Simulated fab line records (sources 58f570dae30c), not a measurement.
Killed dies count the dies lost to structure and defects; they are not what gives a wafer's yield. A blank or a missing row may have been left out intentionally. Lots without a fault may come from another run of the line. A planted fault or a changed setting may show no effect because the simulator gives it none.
Which tool was responsible?	flow berkeleyCmos170	40 wafers from 14 lots sampled at 3 of the route's 331 steps

WHAT THE GAUGES SHOWED, per wafer
UCB170_M1_RS_MEAS_01: measures by four-point-probe.
lot	measured	on	M1_AL_RS (ohm/sq)
L372	day 9 04:10	filmMetro-01	0.0494 0.0486 0.0493
L373	day 9 04:32	filmMetro-03	0.0483 0.0480 0.0477
L374	day 9 22:29	filmMetro-03	0.0493 0.0484 0.0489
L376	day 10 14:10	filmMetro-04	0.0486 0.0490 0.0487
L375	day 10 17:01	filmMetro-03	0.0484 0.0482 0.0482
L378	day 10 17:36	filmMetro-01	0.0493 0.0492 0.0490
L381	day 11 01:59	filmMetro-03	0.0485 0.0487 0.0480
L384	day 11 16:55	filmMetro-03	0.0477 0.0482 0.0486
L383	day 11 17:25	filmMetro-04	0.0488 0.0491 0.0487
L387	day 12 02:01	filmMetro-04	0.0645 0.0485 0.0644 0.0645 0.0485 0.0645
L388	day 12 12:33	filmMetro-04	0.0650 0.0652
L390	day 12 22:46	filmMetro-01	0.0470 0.0474 0.0476
L391	day 12 23:00	filmMetro-04	0.0488 0.0499 0.0485
L393	day 13 18:34	filmMetro-01	0.0496 0.0488 0.0485

UCB170_M1_THK_MEAS_02: measures by xrf.
lot	measured	on	M1_AL_THK (nm)
L372	day 9 04:17	filmMetro-01	577 587 582
L373	day 9 04:38	filmMetro-03	599 600 605
L374	day 9 22:35	filmMetro-03	583 595 588
L376	day 10 14:17	filmMetro-04	588 585 587
L375	day 10 17:08	filmMetro-03	600 602 600
L378	day 10 17:42	filmMetro-01	580 581 582
L381	day 11 02:06	filmMetro-03	600 596 603
L384	day 11 17:01	filmMetro-03	610 603 600
L383	day 11 17:32	filmMetro-04	584 582 583
L387	day 12 07:26	filmMetro-04	443 585 447 445 586 443
L388	day 12 14:46	filmMetro-04	439 437
L390	day 12 22:53	filmMetro-01	599 601 600
L391	day 12 23:07	filmMetro-04	584 573 588
L393	day 13 18:41	filmMetro-01	573 581 588

WHICH TOOL RAN EACH LOT (tool, then ch and the chambers of the sampled wafers, then the start)
lot	UCB170_M1_SPUTTER_00
L372	pvdSputter-02, day 9 04:05
L373	pvdSputter-04, day 9 04:27
L374	pvdSputter-03, day 9 22:24
L376	pvdSputter-04, day 10 14:05
L375	pvdSputter-03, day 10 16:57
L378	pvdSputter-04, day 10 17:30
L381	pvdSputter-03, day 11 01:55
L384	pvdSputter-02, day 11 16:49
L383	pvdSputter-03, day 11 17:22
L387	pvdSputter-04, day 12 01:56
L388	pvdSputter-04, day 12 12:25
L390	pvdSputter-02, day 12 22:42
L391	pvdSputter-03, day 12 22:56
L393	pvdSputter-03, day 13 18:30
- UCB170_M1_SPUTTER_00: material Al, target thk 600 nm, time 80 s.

WHAT THE TOOLS THEMSELVES READ (means of the sampled wafers that have a number; where no wafer has one, the mark that the record gives instead)
UCB170_M1_SPUTTER_00.
lot	tool	throttleValvePct (%)
L372	pvdSputter-02	31.8
L373	pvdSputter-04	30.8
L374	pvdSputter-03	29.9
L376	pvdSputter-04	30.9
L375	pvdSputter-03	30.2
L378	pvdSputter-04	31.1
L381	pvdSputter-03	30.7
L384	pvdSputter-02	30.9
L383	pvdSputter-03	29.9
L387	pvdSputter-04	31.4
L388	pvdSputter-04	31.3
L390	pvdSputter-02	31.1
L391	pvdSputter-03	29.7
L393	pvdSputter-03	30.7

THE ANSWER, worked out from the rows above alone
Rule: what is usual is taken from the lots themselves. The widest of any qualifying gaps counts: lots, ordered by their means at a reading, are off when they make up no more than a third of the lots, leave a main group of 4 or more, and stand apart from it by 3 or more times the standard deviation of that group's means. A main group whose means are all the same, to the digits that the tables above print for the reading, isn't used. A lot without any number at a reading at which 4 lots or more have one is off too. The other lots that the step has rows for count as sound. First the gauges in route order, then the tools' own readings, where a lot's mean is used as printed above. At the first step where some lot is off, the reading lying furthest off is the one used; lots without a number count as furthest.
Off: L387, L388, seen at UCB170_M1_RS_MEAS_01 (M1_AL_RS). For the main group the mean is 0.0486 ohm/sq and the standard deviation 0.00053.
A tool fits if, at a process step before that reading, it ran every lot that is off, and no sound lot after the first of them. Gauges at UCB170_M1_RS_MEAS_01: tried the same way as those tools. One candidate fits, namely pvdSputter-04 at UCB170_M1_SPUTTER_00. Its last sound lot is L378 (day 10 17:30), its first lot that is off L387 (day 12 01:56): a fault that began between those two fits.

WHAT THE SIMULATOR HAD PUT IN
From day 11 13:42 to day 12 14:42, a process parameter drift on pvdSputter-04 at UCB170_M1_SPUTTER_00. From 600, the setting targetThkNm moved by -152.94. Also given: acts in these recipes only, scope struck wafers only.
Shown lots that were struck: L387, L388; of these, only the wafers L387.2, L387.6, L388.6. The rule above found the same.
